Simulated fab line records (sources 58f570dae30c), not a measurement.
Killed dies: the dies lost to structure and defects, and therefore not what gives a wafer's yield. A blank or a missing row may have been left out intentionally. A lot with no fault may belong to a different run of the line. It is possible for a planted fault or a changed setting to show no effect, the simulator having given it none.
Split-lot trial    flow berkeleyCmos170    27 wafers read across 5 lots, on a route 331 steps long

## THE SPLIT
At UCB170_M2_METAL_ETCH_18 (etches Al in Cl2/BCl3, stops on SiO2, target depth 1170 nm, time 195 s), the setting timeS was moved away from the recipe's 195 s on 12 of the 27 wafers read, by -37.4% to +39.7%. The other wafers ran this setting at the recipe's value.

## FROM THE SPLIT TO THE READING: what the file shows between them, 1 step
- UCB170_M2_STRIP_19: strips in O2

## THE READING
cdNm at UCB170_M2_CD_MEAS_90, given in nm (cd target 700 nm). Fault-free wafers of this fab line usually give 700 nm, standard deviation 3.5 nm.

wafer   tool, chamber at the split  timeS as run, s  against the recipe  cdNm, nm  against lot-mates on the recipe
L079.1  rieMetal-02, 0              122.1            -37.4%              714       +13
L079.2  rieMetal-02, 1              195              recipe              700       -
L079.3  rieMetal-02, 0              122.1            -37.4%              714       +13
L079.4  rieMetal-02, 1              195              recipe              704       -
L079.5  rieMetal-02, 1              122.1            -37.4%              717       +16
L079.6  rieMetal-02, 0              195              recipe              698       -
L078.1  rieMetal-04, 0              195              recipe              708       -
L078.2  rieMetal-04, 1              195              recipe              701       -
L078.3  rieMetal-04, 0              195              recipe              706       -
L078.4  rieMetal-04, 1              252.9            +29.7%              689       -16
L078.5  rieMetal-04, 1              252.9            +29.7%              690       -15
L078.6  rieMetal-04, 0              252.9            +29.7%              696       -9
L075.1  rieMetal-02, 1              234.3            +20.2%              690       -9
L075.2  rieMetal-02, 0              234.3            +20.2%              687       -12
L075.3  rieMetal-02, 1              234.3            +20.2%              689       -10
L075.4  rieMetal-02, 0              195              recipe              697       -
L075.5  rieMetal-02, 1              195              recipe              701       -
L075.6  rieMetal-02, 0              195              recipe              698       -
L081.1  rieMetal-04, 1              195              recipe              702       -
L081.2  rieMetal-04, 1              195              recipe              703       -
L081.3  rieMetal-04, 1              195              recipe              699       -
L081.4  rieMetal-04, 1              272.4            +39.7%              684       -17
L081.5  rieMetal-04, 1              272.4            +39.7%              683       -18
L081.6  rieMetal-04, 1              272.4            +39.7%              679       -22
L082.1  rieMetal-02, 1              195              recipe              699       -
L082.2  rieMetal-02, 0              195              recipe              693       -
L082.3  rieMetal-02, 1              195              recipe              700       -

THE FIT
A straight line over all 27 wafers: cdNm changes by -0.414 nm for each +1% of timeS; r = -0.93; the points scatter about the line by 3.6 nm.
The same after taking each lot's own level away (the mean of its wafers on the recipe; 27 wafers): -0.439 nm for each +1%; r = -0.97; scatter 2.5 nm.
According to that fit, moving timeS by its largest amount changes the reading by 17 nm.
The lots' own levels span 697.3 to 705.0 nm, that is 2.2 times the standard deviation above.
So the lot-to-lot level changes the slope little: the two slopes agree.
Check: for one of the wafers moved furthest among these (+39.7%), held out of the fit, the line's prediction against its lot-mates is -18.1 nm. It came out at -17.3 nm against them.

## THE WHOLE CHAIN: every reading that the file lists as answering this split, in the file's order
step                     what it does                                                            reading                                                                   change (the file's fit)                                                             r (the file's)
UCB170_M2_METAL_ETCH_18  etches Al in Cl2/BCl3, stops on SiO2, target depth 1170 nm, time 195 s  KrF_of_M2_COAT_10.thkNm (the simulator's own value, which no gauge read)  -6.29 nm for each +1% of the setting                                                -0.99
UCB170_M2_METAL_ETCH_18  etches Al in Cl2/BCl3, stops on SiO2, target depth 1170 nm, time 195 s  M2.featureDepthNm (the simulator's own value, which no gauge read)        not straight: 747 at the lowest setting, 949.6 at the recipe, 987.8 at the highest  not given
UCB170_M2_METAL_ETCH_18  etches Al in Cl2/BCl3, stops on SiO2, target depth 1170 nm, time 195 s  SiO2_of_V1_CVD_00.thkNm (the simulator's own value, which no gauge read)  -0.651 nm for each +1% of the setting                                               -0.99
UCB170_M2_STRIP_19       strips in O2                                                            oesProductAu                                                              -0.00597 a.u. for each +1% of the setting                                           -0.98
UCB170_M2_CD_MEAS_90     target cd 700 nm                                                        cdNm                                                                      -0.447 nm for each +1% of the setting                                               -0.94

## THE FILE'S OWN FIT
cdNm changes by -0.447 nm for each +1% of timeS, r = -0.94.
